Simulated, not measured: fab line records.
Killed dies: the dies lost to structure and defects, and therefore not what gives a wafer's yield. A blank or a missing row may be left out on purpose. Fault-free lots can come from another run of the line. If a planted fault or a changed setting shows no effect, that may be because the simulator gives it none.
Which tool was responsible? / flow berkeley cmos170 / 7 lots with 21 wafers sampled at 2 steps, on a route of 331 steps

WHAT THE GAUGES SHOWED, per wafer
UCB170_PLDD_CD_MEAS_06: the cd target is 1200 nm.
lot=L822; measured=day 7 00:42; on=cd sem-01; cd nm (nm)=1200.6 1199.9 1200.9
lot=L823; measured=day 7 01:04; on=cd sem-02; cd nm (nm)=1201.6 1201.7 1202.8
lot=L826; measured=day 7 10:38; on=cd sem-01; cd nm (nm)=1200.1 1199.3 1199.9
lot=L833; measured=day 8 21:18; on=cd sem-01; cd nm (nm)=1204.2 1204.5 1202.3
lot=L835; measured=day 9 02:42; on=cd sem-01; cd nm (nm)=1211.1 1211.3 1211.2
lot=L837; measured=day 9 13:53; on=cd sem-02; cd nm (nm)=1210.5 1212.8 1210.8
lot=L843; measured=day 10 19:29; on=cd sem-01; cd nm (nm)=1201.6 1201.5 1201.7

TOOL THAT RAN EACH LOT (tool first, then ch and the chambers of the sampled wafers, then the start)
lot=L822; UCB170_PLDD_SOFTBAKE_02=litho track-04 ch 0, day 6 23:50
lot=L823; UCB170_PLDD_SOFTBAKE_02=litho track-04 ch 0, day 7 00:16
lot=L826; UCB170_PLDD_SOFTBAKE_02=litho track-03 ch 0, day 7 09:29
lot=L833; UCB170_PLDD_SOFTBAKE_02=litho track-04 ch 0, day 8 20:36
lot=L835; UCB170_PLDD_SOFTBAKE_02=litho track-04 ch 0, day 9 02:10
lot=L837; UCB170_PLDD_SOFTBAKE_02=litho track-04 ch 0, day 9 12:47
lot=L843; UCB170_PLDD_SOFTBAKE_02=litho track-03 ch 0, day 10 18:56
- UCB170_PLDD_SOFTBAKE_02: time 60 s.

THE ANSWER, worked out from the rows above alone
Rule: the usual values come from the lots themselves. Put in order of their means at a reading, lots are off if they are a third of the lots or fewer, leave a main group of 4 or more, and stand apart from it by a gap of 3 or more times the standard deviation of the main group's means; of several such gaps the widest counts. A main group is skipped when, at the precision printed for the reading in the tables above, its means are all equal. Also off: a lot with no number at a reading for which 4 or more lots have one. Where the step has rows for the other lots, those lots are counted as sound.
Off: L835, L837 (UCB170_PLDD_CD_MEAS_06, cd nm). Mean 1201.5 nm and standard deviation 1.3 in the main group.
If a tool, at a process step before that reading, ran all the lots that are off and no sound lot after the first of them, it fits. Gauges at UCB170_PLDD_CD_MEAS_06: tried the same way as those tools. One fits: litho track-04 at UCB170_PLDD_SOFTBAKE_02. A fault onset in the window from L833 (day 8 20:36, its last sound lot) to L835 (day 9 02:10, its first lot off) fits.

WHAT WAS PUT IN BY THE SIMULATOR
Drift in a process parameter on litho track-04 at UCB170_PLDD_SOFTBAKE_02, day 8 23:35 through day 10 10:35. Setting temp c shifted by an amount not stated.
Struck lots among those shown: L835, L837. The same result came from the rule above.
